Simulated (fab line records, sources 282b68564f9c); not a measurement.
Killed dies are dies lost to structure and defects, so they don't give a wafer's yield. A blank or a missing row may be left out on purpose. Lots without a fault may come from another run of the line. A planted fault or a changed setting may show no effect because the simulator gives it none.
fab line records | flow rit_cmos
record lots=5 wafers=15 last_day=7
route steps=202 shown SDANNEAL@154 PSD@157 NSD@158 PLDD@159 NLDD@160 SILICIDE@161 CONTACT@168 M1@184
lots that met no fault: from a run of the same line without faults
start_h: hours from the record's first day to the start of the lot's first wafer shown | wait_h: hours since the lot's step before | " the same as in the row above | L1.1+2: a row that stands for several wafers | - no value, or no start given | * or withheld: withheld | < > ~ a bound
route shown NAME@n: a module of which the file shows steps, and the number in the route of the first | usual: mean/standard deviation of fault-free wafers | same: alike in all rows | chamber/n: place in a boat | sites: the reading at each site | _std_site: their standard deviation | _edge_site: outer sites' mean less inner sites' | radius_mm: how far each site lies from the wafer's centre | mask NAME#n: copy n | behind: the tool/chamber that last shaped the wafer | hold: why the lot was held/for how many hours/how that ended | device: the transistor (n, p or np) that didn't switch | end of line: the same wafers' tests at the end of the route | a step without rows: its recipe alone | killed: dies lost to structure and defects at the first sort, not the wafer's yield | map: a wafer's dies, x killed, . not, _ none there
set.NAME: the setting as run; set.NAME@STEP: as run at that earlier step | model.NAME: the simulator's own value behind a step, which no gauge read
lots at some steps of the route; a table a step, a row a wafer
services: from which hour (start_h, from the record's first day; less than 0 if before it) a tool's chamber was out of use, for how many hours, and why
## steps
# step RIT_SDANNEAL_CLEAN_01
# recipe chemistry=dHF dilution=50:1 time_s=30
# step RIT_SDANNEAL_CLEAN_02
# recipe chemistry=SC2 mix=3:3:50 time_s=600 temp_c=75 dry=n2_spin
# step RIT_SDANNEAL_RTA_03
# recipe temp_c=1050 time_s=5 idle_temp_c=600 ramp_up_c_per_s=342 ramp_down_c_per_s=171 cool_to_c=600 ambient=N2
# step RIT_SDANNEAL_RS_MEAS_04
# recipe thk_meas_gauge=four-point-probe
# usual PSD_RS=115.89/0.24
# columns lot.wafer tool chamber start_h wait_h PSD_RS[ohm/sq]
L522.3 film_metro-02 - 54.89 0.1 116.14
L522.4 " - " " 115.82
L522.6 " - " " 115.82
L531.2 film_metro-03 - 99.38 0.1 115.82
L531.4 " - " " 115.74
L531.6 " - " " 115.93
L540.1 film_metro-03 - 147.73 0.0 116.02
L540.2 " - " " 116.17
L540.6 " - " " 115.99
L543.2 film_metro-03 - 166.49 0.1 116.22
L543.3 " - " " 115.92
L543.6 " - " " 116.20
L545.2 film_metro-04 - 169.19 0.1 116.04
L545.5 " - " " 115.64
L545.6 " - " " 115.81
# step RIT_SDANNEAL_RS_MEAS_05
# recipe thk_meas_gauge=four-point-probe
# usual NSD_RS=84.6/0.31
# columns lot.wafer tool chamber start_h wait_h NSD_RS[ohm/sq]
L522.3 film_metro-02 - 55.01 0.1 84.4
L522.4 " - " " 84.6
L522.6 " - " " 84.4
L531.2 film_metro-03 - 99.50 0.1 85.0
L531.4 " - " " 84.8
L531.6 " - " " 84.8
L540.1 film_metro-03 - 147.85 0.1 85.0
L540.2 " - " " 84.8
L540.6 " - " " 84.9
L543.2 film_metro-03 - 166.61 0.1 84.1
L543.3 " - " " 84.3
L543.6 " - " " 84.3
L545.2 film_metro-04 - 169.31 0.1 84.8
L545.5 " - " " 84.7
L545.6 " - " " 84.7
# step RIT_SDANNEAL_RS_MEAS_06
# recipe thk_meas_gauge=four-point-probe
# usual PLDD_RS=180.0/0.53
# columns lot.wafer tool chamber start_h wait_h PLDD_RS[ohm/sq]
L522.3 film_metro-02 - 55.13 0.1 179.9
L522.4 " - " " 180.1
L522.6 " - " " 180.0
L531.2 film_metro-03 - 99.62 0.1 179.5
L531.4 " - " " 179.4
L531.6 " - " " 179.7
L540.1 film_metro-03 - 147.97 0.1 180.5
L540.2 " - " " 181.0
L540.6 " - " " 180.4
L543.2 film_metro-03 - 166.73 0.1 179.7
L543.3 " - " " 179.8
L543.6 " - " " 179.8
L545.2 film_metro-04 - 169.43 0.1 179.6
L545.5 " - " " 179.4
L545.6 " - " " 179.7
# step RIT_SDANNEAL_RS_MEAS_07
# recipe thk_meas_gauge=four-point-probe
# usual NLDD_RS=151.6/0.42
# columns lot.wafer tool chamber start_h wait_h NLDD_RS[ohm/sq]
L522.3 film_metro-02 - 55.25 0.1 151.6
L522.4 " - " " 151.7
L522.6 " - " " 152.3
L531.2 film_metro-03 - 99.74 0.1 151.3
L531.4 " - " " 151.3
L531.6 " - " " 151.3
L540.1 film_metro-03 - 148.09 0.1 151.2
L540.2 " - " " 151.4
L540.6 " - " " 152.1
L543.2 film_metro-03 - 166.85 0.1 151.8
L543.3 " - " " 151.2
L543.6 " - " " 151.6
L545.2 film_metro-04 - 169.55 0.1 150.9
L545.5 " - " " 151.0
L545.6 " - " " 151.3
# step RIT_SILICIDE_WET_ETCH_00
# recipe chemistry=BOE target=SiO2 target_depth_nm=14 time_s=15 dry=n2_spin dilution=10:1 temp_c=21.5
# step RIT_SILICIDE_SPUTTER_01
# recipe material=Ti target_thk_nm=30 power_w=361.5 chamber_pressure_pa=0.667 gas=Ar time_s=240 substrate_temp_c=25
# step RIT_SILICIDE_RS_MEAS_02
# recipe thk_meas_gauge=four-point-probe reads=Ti_of_SILICIDE_SPUTTER_01
# usual SILICIDE_TI_RS=46.0/0.65
# columns lot.wafer tool chamber start_h wait_h SILICIDE_TI_RS[ohm/sq]
L522.3 film_metro-01 - 55.54 0.1 47.1
L522.4 " - " " 46.6
L522.6 " - " " 46.4
L531.2 film_metro-01 - 100.03 0.1 45.2
L531.4 " - " " 45.1
L531.6 " - " " 45.1
L540.1 film_metro-02 - 148.37 0.1 46.5
L540.2 " - " " 46.0
L540.6 " - " " 45.9
L543.2 film_metro-01 - 167.13 0.1 46.3
L543.3 " - " " 46.9
L543.6 " - " " 46.2
L545.2 film_metro-02 - 169.83 0.1 44.9
L545.5 " - " " 45.5
L545.6 " - " " 44.7
# step RIT_SILICIDE_THK_MEAS_03
# recipe thk_meas_gauge=xrf reads=Ti_of_SILICIDE_SPUTTER_01
# usual SILICIDE_TI_THK=30.7/0.36
# columns lot.wafer tool chamber start_h wait_h SILICIDE_TI_THK[nm]
L522.3 film_metro-01 - 55.64 0.1 30.0
L522.4 " - " " 30.2
L522.6 " - " " 30.3
L531.2 film_metro-01 - 100.14 0.1 31.0
L531.4 " - " " 31.0
L531.6 " - " " 31.1
L540.1 film_metro-02 - 148.49 0.1 30.8
L540.2 " - " " 30.9
L540.6 " - " " 31.1
L543.2 film_metro-01 - 167.24 0.1 30.6
L543.3 " - " " 30.3
L543.6 " - " " 30.6
L545.2 film_metro-02 - 169.94 0.1 31.4
L545.5 " - " " 31.3
L545.6 " - " " 31.8
# step RIT_SILICIDE_RTA_04
# recipe temp_c=650 time_s=10 idle_temp_c=25 ramp_up_s=5 ramp_down_s=5 cool_to_c=25 ambient=N2
# usual chamber_o2_ppm=2.004/0.021 wafer_temp_C_max=653.6/1.1
# columns lot.wafer tool chamber start_h wait_h chamber_o2_ppm wafer_temp_C_max
L522.3 rtp_anneal-01 0 55.70 0.1 2.014 652.1
L522.4 " 0 " " 2.011 652.2
L522.6 " 0 " " 1.981 651.9
L531.2 rtp_anneal-02 0 100.20 0.1 1.970 654.1
L531.4 " 0 " " 1.987 652.9
L531.6 " 0 " " 1.989 653.2
L540.1 rtp_anneal-02 0 148.55 0.1 1.964 653.1
L540.2 " 0 " " 1.960 653.9
L540.6 " 0 " " 1.975 653.6
L543.2 rtp_anneal-02 0 167.30 0.1 2.030 654.5
L543.3 " 0 " " 2.041 653.8
L543.6 " 0 " " 2.052 655.7
L545.2 rtp_anneal-02 0 170.00 0.1 1.980 653.6
L545.5 " 0 " " 1.999 654.2
L545.6 " 0 " " 2.002 654.9
# step RIT_SILICIDE_WET_ETCH_05
# recipe chemistry=SPM target=Ti temp_c=90 time_s=120 dry=n2_spin
# columns lot.wafer tool chamber start_h wait_h
L522.3+4+6 wet_bench-04 2 55.74 0.0
L531.2+4+6 wet_bench-01 1 100.25 0.0
L540.1+2+6 wet_bench-04 0 148.62 0.1
L543.2+3+6 wet_bench-04 0 167.35 0.0
L545.2+5+6 wet_bench-01 3 170.06 0.0
# step RIT_SILICIDE_RTA_06
# recipe temp_c=750 time_s=10 idle_temp_c=25 ramp_up_s=5 ramp_down_s=10 cool_to_c=25 ambient=N2
# usual chamber_o2_ppm=2.001/0.02 wafer_temp_C_max=754.2/1.4
# columns lot.wafer tool chamber start_h wait_h chamber_o2_ppm wafer_temp_C_max
L522.3 rtp_anneal-02 0 55.81 0.0 2.028 755.1
L522.4 " 0 " " 2.012 754.2
L522.6 " 0 " " 2.045 754.9
L531.2 rtp_anneal-01 0 100.31 0.0 2.005 752.0
L531.4 " 0 " " 1.985 752.0
L531.6 " 0 " " 2.006 753.2
L540.1 rtp_anneal-01 0 148.67 0.0 1.946 753.1
L540.2 " 0 " " 1.995 752.8
L540.6 " 0 " " 1.996 752.7
L543.2 rtp_anneal-01 0 167.41 0.0 1.998 752.7
L543.3 " 0 " " 1.987 754.0
L543.6 " 0 " " 1.989 752.7
L545.2 rtp_anneal-01 0 170.11 0.0 2.029 752.6
L545.5 " 0 " " 1.996 752.2
L545.6 " 0 " " 2.037 752.7
# step RIT_CONTACT_CVD_00
# recipe material=SiO2 target_thk_nm=400 precursor=TEOS temp_c=390 time_s=61 rf_w=400
# usual heater_power_w=337/48
# columns lot.wafer tool chamber start_h wait_h heater_power_w
L522.3 pecvd-02 0 55.85 0.0 338
L522.4 " 2 " " 296
L522.6 " 0 " " 343
L531.2 pecvd-02 1 100.36 0.0 284
L531.4 " 2 " " 286
L531.6 " 1 " " 305
L540.1 pecvd-01 0 148.73 0.1 428
L540.2 " 1 " " 301
L540.6 " 0 " " 335
L543.2 pecvd-02 1 167.46 0.0 287
L543.3 " 0 " " 311
L543.6 " 0 " " 335
L545.2 pecvd-01 0 170.17 0.0 433
L545.5 " 2 " " 426
L545.6 " 0 " " 440
# step RIT_CONTACT_THK_MEAS_01
# recipe reads=SiO2_of_CONTACT_CVD_00
# usual CONTACT_TEOS_THK=401/5.7
# columns lot.wafer tool chamber start_h wait_h CONTACT_TEOS_THK[nm]
L522.3 film_metro-04 - 55.92 0.0 402
L522.4 " - " " 410
L522.6 " - " " 410
L531.2 film_metro-03 - 100.42 0.0 397
L531.4 " - " " 406
L531.6 " - " " 399
L540.1 film_metro-01 - 148.78 0.0 400
L540.2 " - " " 403
L540.6 " - " " 405
L543.2 film_metro-01 - 167.52 0.0 394
L543.3 " - " " 398
L543.6 " - " " 406
L545.2 film_metro-04 - 170.23 0.0 395
L545.5 " - " " 401
L545.6 " - " " 405
# step RIT_CONTACT_HMDS_02
# recipe prime_time_s=60 prime_temp_c=140
# step RIT_CONTACT_COAT_03
# recipe resist=NOVOLAK spin_rpm=3250 resist_thk_nm=1000
# step RIT_CONTACT_SOFTBAKE_04
# recipe resist=NOVOLAK temp_c=90 time_s=60
# step RIT_CONTACT_EXPOSE_05
# recipe mask_id=M11 na=0.6 source_shape=conventional sigma_outer=0.5 target_cd_nm=1000 dose_mj=252.6
# step RIT_CONTACT_PEB_06
# recipe resist=NOVOLAK temp_c=withheld time_s=withheld
# step RIT_CONTACT_DEVELOP_07
# recipe resist=NOVOLAK develop_time_s=120 dev_temp_c=23
# step RIT_CONTACT_CD_MEAS_08
# recipe target_cd_nm=1000
# usual cd_nm=1000.1/2
# columns lot.wafer tool chamber start_h wait_h cd_nm
L522.3 cd_sem-02 - 56.97 - 1002.7
L522.4 " - " " 1003.1
L522.6 " - " " 1004.8
L531.2 cd_sem-01 - 101.58 - 998.3
L531.4 " - " " 997.1
L531.6 " - " " 998.5
L540.1 cd_sem-01 - 149.93 - 1000.6
L540.2 " - " " 1000.1
L540.6 " - " " 1004.0
L543.2 cd_sem-02 - 168.93 - 1000.6
L543.3 " - " " 1001.8
L543.6 " - " " 1002.2
L545.2 cd_sem-01 - 171.36 - 998.3
L545.5 " - " " 998.9
L545.6 " - " " 996.7
# step RIT_CONTACT_OVL_MEAS_09
# usual CONTACT_OVL=0.0/1.3
# columns lot.wafer tool chamber start_h wait_h CONTACT_OVL[nm]
L522.3 overlay-01 - 57.06 0.1 2.4
L522.4 " - " " 4.5
L522.6 " - " " 2.7
L531.2 overlay-01 - 101.69 0.1 0.7
L531.4 " - " " 0.3
L531.6 " - " " -1.5
L540.1 overlay-02 - 150.05 0.1 0.3
L540.2 " - " " 0.3
L540.6 " - " " 1.8
L543.2 overlay-01 - 169.04 0.1 -0.1
L543.3 " - " " -0.5
L543.6 " - " " -2.1
L545.2 overlay-01 - 171.47 0.1 -1.8
L545.5 " - " " 0.9
L545.6 " - " " -0.4
# step RIT_CONTACT_HARDBAKE_10
# recipe resist=NOVOLAK temp_c=140 time_s=60
# step RIT_CONTACT_ETCH_11
# recipe target_depth_a=4800 over_etch_frac=0.2 stop_on=TiSi2 chemistry=CHF3/CF4/Ar target=SiO2 CHF3_flow_sccm=50 cf4_flow_sccm=10 Ar_flow_sccm=100 O2_flow_sccm=5 pressure_mtorr=100 rf_w=200 time_s=320
# usual drypump_motor_current_A=5.6/0.41 oes_product_au=0.993/0.0096 throttle_valve_pct=8.89/0.1
# columns lot.wafer tool chamber start_h wait_h drypump_motor_current_A oes_product_au rf_hours_counter_h throttle_valve_pct
L522.3 rie_diel-02 0 57.27 0.1 6.1 1.006 5 8.72
L522.4 " 1 " " 5.4 0.999 86 8.98
L522.6 " 2 " " 5.2 0.984 - 8.78
L531.2 rie_diel-04 2 101.87 0.1 4.8 0.986 59 8.90
L531.4 " 0 " " 5.3 0.990 149 8.81
L531.6 " 0 " " 5.3 0.983 - 8.78
L540.1 rie_diel-02 3 150.24 0.1 6.4 0.998 19 8.81
L540.2 " 0 " " 6.1 1.000 7 8.74
L540.6 " 1 " " 5.4 1.000 - 8.98
L543.2 rie_diel-02 1 169.45 0.1 5.3 1.005 89 8.96
L543.3 " 2 " " 5.2 0.979 11 8.79
L543.6 " 0 " " 6.1 1.015 - 8.73
L545.2 rie_diel-04 1 171.65 0.1 5.8 1.004 101 9.07
L545.5 " 0 " " 5.3 1.007 - 8.79
L545.6 " 3 " " 5.7 0.992 - 9.01
# step RIT_CONTACT_STRIP_12
# recipe chemistry=O2 time_s=180 resist=NOVOLAK platen_temp_c=withheld power_w=500 pressure_mtorr=4000 o2_flow_sccm=4000
# usual drypump_motor_current_A=5.7/0.65
# columns lot.wafer tool chamber start_h wait_h drypump_motor_current_A rf_hours_counter_h
L522.3 plasma_asher-04 1 57.53 0.2 5.9 -
L522.4 " 0 " " 6.3 -
L522.6 " 1 " " 5.9 -
L531.2 plasma_asher-04 0 102.06 0.1 6.3 32
L531.4 " 0 " " 6.3 -
L531.6 " 0 " " 6.3 -
L540.1 plasma_asher-02 0 150.44 0.1 5.1 3
L540.2 " 1 " " 4.7 3
L540.6 " 1 " " 4.7 -
L543.2 plasma_asher-04 0 169.64 0.1 6.3 39
L543.3 " 1 " " 5.9 -
L543.6 " 1 " " 5.9 -
L545.2 plasma_asher-02 1 171.85 0.1 4.7 5
L545.5 " 1 " " 4.7 -
L545.6 " 0 " " 5.1 -
# step RIT_CONTACT_CD_MEAS_90
# recipe target_cd_nm=1000
# usual cd_nm=1000.2/2
# columns lot.wafer tool chamber start_h wait_h cd_nm
L522.3 cd_sem-01 - 57.68 0.1 1002.9
L522.4 " - " " 1003.2
L522.6 " - " " 1004.6
L531.2 cd_sem-02 - 102.26 0.1 998.3
L531.4 " - " " 996.7
L531.6 " - " " 998.4
L540.1 cd_sem-02 - 150.61 0.1 1001.4
L540.2 " - " " 1000.6
L540.6 " - " " 1004.5
L543.2 cd_sem-02 - 169.84 0.1 1001.7
L543.3 " - " " 1001.8
L543.6 " - " " 1002.8
L545.2 cd_sem-02 - 172.04 0.1 998.6
L545.5 " - " " 999.6
L545.6 " - " " 997.0
# step RIT_CONTACT_CLEAN_13
# recipe chemistry=SC1 mix=3:3:50 time_s=600 temp_c=75
# step RIT_CONTACT_CLEAN_14
# recipe chemistry=SC2 mix=3:3:50 time_s=600 temp_c=75 dry=n2_spin
# step RIT_M1_SPUTTER_00
# recipe material=Al target_thk_nm=400 power_w=1940 chamber_pressure_pa=0.4 gas=Ar time_s=500 substrate_temp_c=25
# step RIT_M1_RS_MEAS_01
# recipe thk_meas_gauge=four-point-probe reads=Al_of_M1_SPUTTER_00
# usual M1_AL_RS=0.0753/0.00067
# columns lot.wafer tool chamber start_h wait_h M1_AL_RS[ohm/sq]
L522.3 film_metro-04 - 58.46 0.2 0.0764
L522.4 " - " " 0.0761
L522.6 " - " " 0.0765
L531.2 film_metro-02 - 103.02 0.2 0.0749
L531.4 " - " " 0.0752
L531.6 " - " " 0.0757
L540.1 film_metro-03 - 151.41 0.1 0.0763
L540.2 " - " " 0.0761
L540.6 " - " " 0.0761
L543.2 film_metro-03 - 170.63 0.2 0.0761
L543.3 " - " " 0.0758
L543.6 " - " " 0.0751
L545.2 film_metro-03 - 172.91 0.2 0.0754
L545.5 " - " " 0.0762
L545.6 " - " " 0.0739
# step RIT_M1_THK_MEAS_02
# recipe thk_meas_gauge=xrf reads=Al_of_M1_SPUTTER_00
# usual M1_AL_THK=385/4.8
# columns lot.wafer tool chamber start_h wait_h M1_AL_THK[nm]
L522.3 film_metro-04 - 58.56 0.1 376
L522.4 " - " " 378
L522.6 " - " " 377
L531.2 film_metro-02 - 103.13 0.1 390
L531.4 " - " " 389
L531.6 " - " " 383
L540.1 film_metro-03 - 151.53 0.1 384
L540.2 " - " " 383
L540.6 " - " " 382
L543.2 film_metro-03 - 170.74 0.1 385
L543.3 " - " " 385
L543.6 " - " " 392
L545.2 film_metro-03 - 173.02 0.1 389
L545.5 " - " " 386
L545.6 " - " " 395
# step RIT_M1_HMDS_03
# recipe prime_time_s=60 prime_temp_c=140
# step RIT_M1_COAT_04
# recipe resist=NOVOLAK spin_rpm=2000 resist_thk_nm=1300
# step RIT_M1_SOFTBAKE_05
# recipe resist=NOVOLAK temp_c=90 time_s=60
# step RIT_M1_EXPOSE_06
# recipe mask_id=M12 na=0.6 source_shape=conventional sigma_outer=0.5 target_cd_nm=2600 dose_mj=250
# step RIT_M1_PEB_07
# recipe resist=NOVOLAK temp_c=withheld time_s=withheld
# step RIT_M1_DEVELOP_08
# recipe resist=NOVOLAK develop_time_s=68 dev_temp_c=23
# step RIT_M1_CD_MEAS_09
# recipe target_cd_nm=2600
# usual cd_nm=2599.4/2.5
# columns lot.wafer tool chamber start_h wait_h cd_nm
L522.3 cd_sem-02 - 59.65 - 2600.4
L522.4 " - " " 2600.3
L522.6 " - " " 2602.0
L531.2 cd_sem-01 - 104.21 - 2597.6
L531.4 " - " " 2599.2
L531.6 " - " " 2598.8
L540.1 cd_sem-02 - 152.47 - 2600.8
L540.2 " - " " 2600.3
L540.6 " - " " 2598.5
L543.2 cd_sem-01 - 171.93 - 2600.6
L543.3 " - " " 2602.2
L543.6 " - " " 2601.2
L545.2 cd_sem-01 - 174.09 - 2594.6
L545.5 " - " " 2595.4
L545.6 " - " " 2594.8
# step RIT_M1_OVL_MEAS_10
# usual M1_OVL=-0.9/1.4
# columns lot.wafer tool chamber start_h wait_h M1_OVL[nm]
L522.3 overlay-02 - 59.74 0.1 1.0
L522.4 " - " " 3.2
L522.6 " - " " 1.5
L531.2 overlay-01 - 104.32 0.1 -0.2
L531.4 " - " " -2.4
L531.6 " - " " -1.1
L540.1 overlay-01 - 152.59 0.1 0.3
L540.2 " - " " 1.2
L540.6 " - " " 1.0
L543.2 overlay-01 - 172.03 0.1 -0.3
L543.3 " - " " -1.7
L543.6 " - " " -0.8
L545.2 overlay-02 - 174.20 0.1 -3.8
L545.5 " - " " -3.7
L545.6 " - " " -3.7
# step RIT_M1_HARDBAKE_11
# recipe resist=NOVOLAK temp_c=140 time_s=120
# step RIT_M1_PROBE_99
# usual killed_at_contacts=0.1/0.28 killed_at_front_end=7.0/2.9 killed_dies=7.0/2.9 killed_on_rim=1.8/1.4 killed_open=3.4/2.1 killed_short=3.6/1.7
# same gross_dies=264 killed_at_M0_to_M3=0 killed_at_M4_up=0 killed_at_back_side=0 killed_at_other=0
# columns lot.wafer tool chamber start_h wait_h killed_at_contacts killed_at_front_end killed_dies killed_on_rim killed_open killed_short
L531.2 prober-02 - 106.90 0.1 0 13 13 8 1 0
L531.4 prober-02 - 107.00 0.2 0 20 20 10 2 5
L531.6 prober-02 - 107.10 0.2 0 15 15 8 2 2
L540.1 prober-02 - 155.54 0.1 0 7 7 1 4 3
# killed by level:class
L531.2 SILICIDE:unspecified=12 FOX1:geometric_particle:open=1
L531.4 SILICIDE:unspecified=13 FOX2:geometric_particle:open=1 FOX2:geometric_particle:short=1 GATE:geometric_particle:short=1 GATE:geometric_particle:open=1 REOX:geometric_particle:short=1 SPACER:geometric_particle:short=1 SILICIDE:geometric_particle:short=1
L531.6 SILICIDE:unspecified=11 FOX2:geometric_particle:open=1 SPACER:geometric_particle:short=1 SILICIDE:geometric_particle:short=1 SILICIDE:geometric_particle:open=1
L540.1 FOX2:geometric_particle:open=2 GATE:geometric_particle:short=2 FOX2:geometric_particle:short=1 GATE:geometric_particle:open=1 SPACER:geometric_particle:open=1
# map L531.4 (x killed, . not)
________......._______
_____......x......____
____...............___
___x................__
__......x.x.........._
__........x.........._
_.....................
_.........x...........
_.....................
_.....................
__..................._
__..................._
___.................__
____...............___
_____.x..xxxxxx...____
________xxxxxxx_______
# map L545.6 (x killed, . not)
________......._______
_____.............____
____...............___
___................x__
__............x...x.._
__.....x............._
_.....................
_.....................
_.....................
_............x..x.....
__..................._
__..................._
___.x...............__
____....x..........___
_____.............____
________......._______
## services
# columns tool chamber start_h hours kind
wet_bench-01 - 77.33 3.4 repair
rie_diel-02 0 79.37 2.1 repair
plasma_asher-02 - 108.80 9.0 pm
plasma_asher-02 0 108.80 9.0 vent_cycle
plasma_asher-02 1 108.80 9.0 vent_cycle
plasma_asher-02 0 117.80 - clean
plasma_asher-02 1 117.80 - clean
rie_diel-04 2 122.30 1.8 repair
rtp_anneal-01 - 127.36 5.4 pm
rie_diel-04 0 148.42 - clean
rie_diel-04 0 148.42 22.8 scheduled_down
rie_diel-04 0 148.42 22.8 vent_cycle
## key
first_sign step=RIT_M1_PROBE_99 reading=killed_at_front_end direction=up sigmas=3.1 usual=7.0 struck=16
effect step=RIT_M1_PROBE_99 reading=killed_dies direction=up sigmas=3.1 usual=7.0 struck=16
met_at RIT_SILICIDE_WET_ETCH_05
struck_wafers L531.2,L531.4,L531.6
tester_left_out L531
fault kind=chamber_particle_source tool=wet_bench-01 chamber=1 onset_h=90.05 steps=RIT_SILICIDE_WET_ETCH_05 rate_per_visit_cm2=1.4175 end_h=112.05
# tester_left_out: of these lots the tester's yield and bins aren't shown, on N5 and GAA mostly nor the transistor test; their killed dies are dies lost to structure and defects alone, not to doping, threshold or leakage, so they don't give the yield
